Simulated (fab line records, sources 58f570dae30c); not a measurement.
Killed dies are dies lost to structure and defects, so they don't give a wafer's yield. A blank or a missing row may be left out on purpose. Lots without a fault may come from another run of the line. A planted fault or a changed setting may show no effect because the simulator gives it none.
Which tool did it? | flow berkeley_cmos170 | 13 lots, 39 wafers sampled, at 2 steps of a route of 331

WHAT THE GAUGES READ, wafer by wafer
UCB170_SCREENOX_THK_MEAS_02. Usual: SCREENOX_OXIDE_THK 14.3 nm, standard deviation 0.31.
lot  | measured     | on            | SCREENOX_OXIDE_THK (nm) | flag
L906 | day 6 07:44  | film_metro-04 | 13.9 13.8 13.8          |
L907 | day 6 07:44  | film_metro-02 | 14.2 13.7 14.0          |
L912 | day 7 11:11  | film_metro-02 | 14.5 14.4 14.3          |
L909 | day 7 11:12  | film_metro-01 | 14.5 14.4 14.5          |
L908 | day 7 11:16  | film_metro-02 | 14.5 14.5 14.4          |
L914 | day 7 11:19  | film_metro-02 | 14.5 14.3 14.5          |
L913 | day 7 11:20  | film_metro-01 | 14.3 14.4 13.9          |
L917 | day 7 21:59  | film_metro-01 | 14.3 14.5 14.4          |
L919 | day 8 21:40  | film_metro-01 | 14.4 14.1 14.2          |
L922 | day 9 03:59  | film_metro-01 | 14.3 14.2 14.3          |
L924 | day 10 07:23 | film_metro-01 | 14.7 14.4 14.6          |
L926 | day 10 07:25 | film_metro-04 | 14.3 14.6 14.4          |
L927 | day 10 07:27 | film_metro-01 | 14.7 14.7 14.7          |

UCB170_GATE_THK_MEAS_02. Usual: GATE_OXIDE_THK 6.61 nm, standard deviation 0.12.
lot  | measured     | on            | GATE_OXIDE_THK (nm) | flag
L906 | day 6 21:56  | film_metro-03 | 6.57 6.61 6.65      |
L907 | day 6 21:56  | film_metro-02 | 6.74 6.64 6.58      |
L912 | day 8 01:17  | film_metro-02 | 6.66 6.62 6.69      |
L909 | day 8 01:22  | film_metro-03 | 6.59 6.61 6.62      |
L908 | day 8 01:19  | film_metro-03 | 6.61 6.71 6.64      |
L914 | day 8 01:25  | film_metro-03 | 6.57 6.57 6.66      |
L913 | day 8 01:23  | film_metro-04 | 6.74 6.72 6.79      |
L917 | day 8 12:59  | film_metro-02 | 6.64 6.69 6.76      |
L919 | day 9 14:01  | film_metro-02 | 6.56 6.52 6.34      |
L922 | day 9 19:40  | film_metro-02 | 6.78 6.72 6.71      |
L924 | day 11 03:35 | film_metro-03 | 6.59 6.51 6.60      |
L926 | day 11 03:33 | film_metro-02 | 6.35 6.40 6.38      |
L927 | day 11 03:35 | film_metro-04 | 6.67 6.51 6.51      |

WHICH TOOL RAN EACH LOT (tool, then ch and the chambers of the sampled wafers, then the start)
The record holds no process step before these readings.

WHAT THE TOOLS THEMSELVES READ (means of the sampled wafers that have a number; where no wafer has one, the mark that the record gives instead)
The record holds no such reading with a usual standard deviation.

THE ANSWER, worked out from the rows above alone
Rule: a lot is off if the mean of its wafers that have a number lies more than 3 standard deviations from the usual mean. A lot without any number at a reading at which 4 lots or more have one is off too. The other lots that the step has rows for count as sound. The gauges are gone through in route order, then the tools' own readings, and for those a lot's mean is taken as printed above. The first step at which some lot is off is used, and at that step the reading that is off furthest; a lot without a number counts as furthest.
No lot is off at any reading shown: from this, nothing can be told.

WHAT THE SIMULATOR HAD PUT IN
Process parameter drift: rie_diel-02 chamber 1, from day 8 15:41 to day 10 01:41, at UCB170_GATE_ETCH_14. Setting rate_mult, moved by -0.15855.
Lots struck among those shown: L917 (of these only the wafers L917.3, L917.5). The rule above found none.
